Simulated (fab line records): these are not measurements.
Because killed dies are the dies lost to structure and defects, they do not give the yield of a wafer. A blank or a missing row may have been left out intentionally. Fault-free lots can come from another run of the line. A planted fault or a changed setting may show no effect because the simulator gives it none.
Split-lot experiment	flow berkeley_cmos170	route with 331 steps; 5 lots, 23 wafers read

SPLIT DETAILS
At UCB170_PWELL_IMPLANT_15, the setting energy_kev was moved away from the recipe's 60 on 10 of the 23 wafers read, by -5.4% to +5.5%. All remaining wafers had this setting at the recipe value.

The split's own step is where the reading is taken.

THE READING
In nm, at UCB170_PWELL_IMPLANT_15: implant.drp_nm, which is the simulator's own figure and was read by no gauge. The file does not state a usual value for it.

wafer	tool, chamber at the split	energy_kev as run	against the recipe	implant.drp_nm, nm	against lot-mates on the recipe
L077.1	implanter-03, 0	58.88	-1.9%	64.05	-0.65
L077.4	implanter-03, 0	58.88	-1.9%	64.05	-0.65
L077.6	implanter-03, 0	58.88	-1.9%	64.05	-0.65
L077.2	implanter-03, 0	60	recipe	64.7	-
L077.3	implanter-03, 0	60	recipe	64.7	-
L079.1	implanter-02, 0	60	recipe	64.7	-
L079.5	implanter-02, 0	60	recipe	64.7	-
L079.2	implanter-02, 0	62.65	+4.4%	66.18	+1.48
L079.3	implanter-02, 0	62.65	+4.4%	66.18	+1.48
L079.6	implanter-02, 0	62.65	+4.4%	66.18	+1.48
L082.2	implanter-03, 0	60	recipe	64.7	-
L082.3	implanter-03, 0	60	recipe	64.7	-
L082.5	implanter-03, 0	60	recipe	64.7	-
L084.1	implanter-03, 0	56.74	-5.4%	62.79	-1.91
L084.5	implanter-03, 0	56.74	-5.4%	62.79	-1.91
L084.3	implanter-03, 0	60	recipe	64.7	-
L084.4	implanter-03, 0	60	recipe	64.7	-
L084.6	implanter-03, 0	60	recipe	64.7	-
L085.2	implanter-03, 0	60	recipe	64.7	-
L085.3	implanter-03, 0	60	recipe	64.7	-
L085.4	implanter-03, 0	60	recipe	64.7	-
L085.5	implanter-03, 0	63.32	+5.5%	66.55	+1.85
L085.6	implanter-03, 0	63.32	+5.5%	66.55	+1.85

FIT RESULTS
A straight line over all 23 wafers: implant.drp_nm changes by +0.341 nm for each +1% of energy_kev; r = +1.00; the points scatter about the line by 0.019 nm.
The same after taking each lot's own level away (the mean of its wafers on the recipe; 23 wafers): +0.341 nm for each +1%; r = +1.00; scatter 0.019 nm.
The reading moves by 1.9 nm for the largest change in energy_kev, on that fit.
The lots' own levels span 64.700 to 64.700 nm.
Consequently the slope shifts little with the lot-to-lot level, the two slopes agreeing.
Check: for one of the wafers moved furthest among these (+5.5%), held out of the fit, the line's prediction against its lot-mates is +1.88 nm. Against them it came out at +1.85 nm.

OTHER SPLITS ON THESE WAFERS
Before the reading, these wafers also passed through other splits. Each is held against what the fit with the lots' levels taken away leaves over:
other split on the same wafers	wafers away from the commonest value	r with implant.drp_nm (lot level and that fit taken away)
UCB170_NWELL_IMPLANT_14 dose_cm2	7	+0.18

THE WHOLE CHAIN: every reading that the file lists as answering this split, in the file's order
step	what it does	reading	change (the file's fit)	r (the file's)
UCB170_PWELL_IMPLANT_15		implant.rp_nm (the simulator's own value, which no gauge read)	+2.11 nm for each +1% of the setting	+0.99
UCB170_PWELL_IMPLANT_15		implant.drp_nm (the simulator's own value, which no gauge read)	+0.341 nm for each +1% of the setting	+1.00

THE FILE'S OWN FIT
implant.drp_nm changes by +0.341 nm for each +1% of energy_kev, r = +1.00.
